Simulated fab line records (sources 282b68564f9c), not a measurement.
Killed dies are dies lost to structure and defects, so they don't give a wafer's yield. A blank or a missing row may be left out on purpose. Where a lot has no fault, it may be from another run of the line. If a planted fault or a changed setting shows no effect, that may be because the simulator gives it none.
What tool caused it?    flow rit_cmos    7 lots, 21 wafers sampled, at 1 step of a route of 202

## WHAT THE GAUGES SHOWED, per wafer
RIT_ACTIVE_BOW_MEAS_00.
lot   measured     on             INCOMING_BOW (um)
L157  day 2 11:00  film_metro-02  1 -5 1
L161  day 3 07:02  film_metro-02  0 8 1
L165  day 4 03:04  film_metro-04  -1 -1 -3
L168  day 4 18:01  film_metro-02  -10 0 -11
L170  day 5 04:01  film_metro-03  8 -2 -8
L172  day 5 14:01  film_metro-03  -2 7 -3
L174  day 6 00:00  film_metro-03  15 -4 6

## TOOL THAT RAN EACH LOT (tool first, then ch and the chambers of the sampled wafers, then the start)
Before these readings, the record contains no process step.

## THE ANSWER, worked out from the rows above alone
Rule: what is usual is taken from the lots themselves. Put in order of their means at a reading, lots are off if they are a third of the lots or fewer, leave a main group of 4 or more, and stand apart from it by a gap of 3 or more times the standard deviation of the main group's means; of several such gaps the widest counts. A main group whose means are all the same, to the digits that the tables above print for the reading, isn't used. A lot without any number at a reading at which 4 lots or more have one is off too. Where the step has rows for the other lots, those lots are counted as sound.
No lot is off at any reading shown: from this, nothing can be told.

## WHAT HAD BEEN PUT IN BY THE SIMULATOR
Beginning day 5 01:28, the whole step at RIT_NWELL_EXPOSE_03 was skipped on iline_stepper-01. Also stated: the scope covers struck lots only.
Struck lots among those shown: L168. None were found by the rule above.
